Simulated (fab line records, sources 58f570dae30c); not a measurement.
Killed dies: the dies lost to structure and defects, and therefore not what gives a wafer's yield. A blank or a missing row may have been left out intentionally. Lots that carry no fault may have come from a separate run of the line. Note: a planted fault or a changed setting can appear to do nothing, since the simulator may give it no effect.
Which tool did it? | flow berkeley cmos170 | 21 wafers from 7 lots sampled at 2 of the route's 331 steps

## WHAT THE GAUGES READ, wafer by wafer
UCB170_ACTIVE_THK_MEAS_06.
lot  | measured    | on            | ACTIVE_NITRIDE_THK (nm)
L281 | day 4 23:50 | film metro-01 | 220.5 221.0 220.7
L283 | day 5 09:33 | film metro-03 | 222.0 219.8 221.9
L286 | day 5 19:25 | film metro-03 | 221.9 221.8 221.9
L291 | day 7 04:16 | film metro-01 | 177.5 176.2 177.6
L294 | day 7 11:49 | film metro-02 | 180.1 177.4 178.1
L297 | day 9 01:47 | film metro-03 | 219.0 216.8 217.9
L299 | day 9 01:47 | film metro-02 | 218.8 220.2 219.4

## WHAT TOOL EACH LOT RAN ON (gives the tool, then ch and the chambers of the sampled wafers, and finally the start)
lot  | UCB170_ACTIVE_CVD_05
L281 | lpcvd-02 ch 1, day 4 21:55
L283 | lpcvd-02 ch 1, day 5 07:37
L286 | lpcvd-02 ch 0, day 5 17:31
L291 | lpcvd-01 ch 0, day 7 02:20
L294 | lpcvd-01 ch 0, day 7 09:53
L297 | lpcvd-02 ch 1, day 8 23:53
L299 | lpcvd-02 ch 1, day 8 23:53
- UCB170_ACTIVE_CVD_05: deposits Si3N4 from SiH2Cl2/NH3, target thk 220 nm, time 3300 s.

## THE ANSWER, worked out from the rows above alone
Rule: what is usual is taken from the lots themselves. The widest of any qualifying gaps counts: lots, ordered by their means at a reading, are off when they make up no more than a third of the lots, leave a main group of 4 or more, and stand apart from it by 3 or more times the standard deviation of that group's means. Not used: any main group whose means are identical at the precision the tables above print for the reading. A lot without any number at a reading at which 4 lots or more have one is off too. All remaining lots with rows at the step are treated as sound.
Off: at UCB170_ACTIVE_THK_MEAS_06 (ACTIVE_NITRIDE_THK), L291, L294. Mean 220.2 nm and standard deviation 1.4 in the main group.
A tool fits if, at a process step before that reading, it ran every lot that is off, and no sound lot after the first of them. Those tools and the gauges at UCB170_ACTIVE_THK_MEAS_06 are tried in the same way. One fits: lpcvd-01 at UCB170_ACTIVE_CVD_05. It ran no sound lot before its first lot that is off in this sample, so the start can't be narrowed down.

## WHAT THE SIMULATOR PUT IN
Site profile drift: lpcvd-01, from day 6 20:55 on, at UCB170_ACTIVE_CVD_05. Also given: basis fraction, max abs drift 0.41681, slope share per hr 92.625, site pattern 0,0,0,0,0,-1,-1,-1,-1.
Lots struck among those shown: L291, L294. Same finding as the rule above.
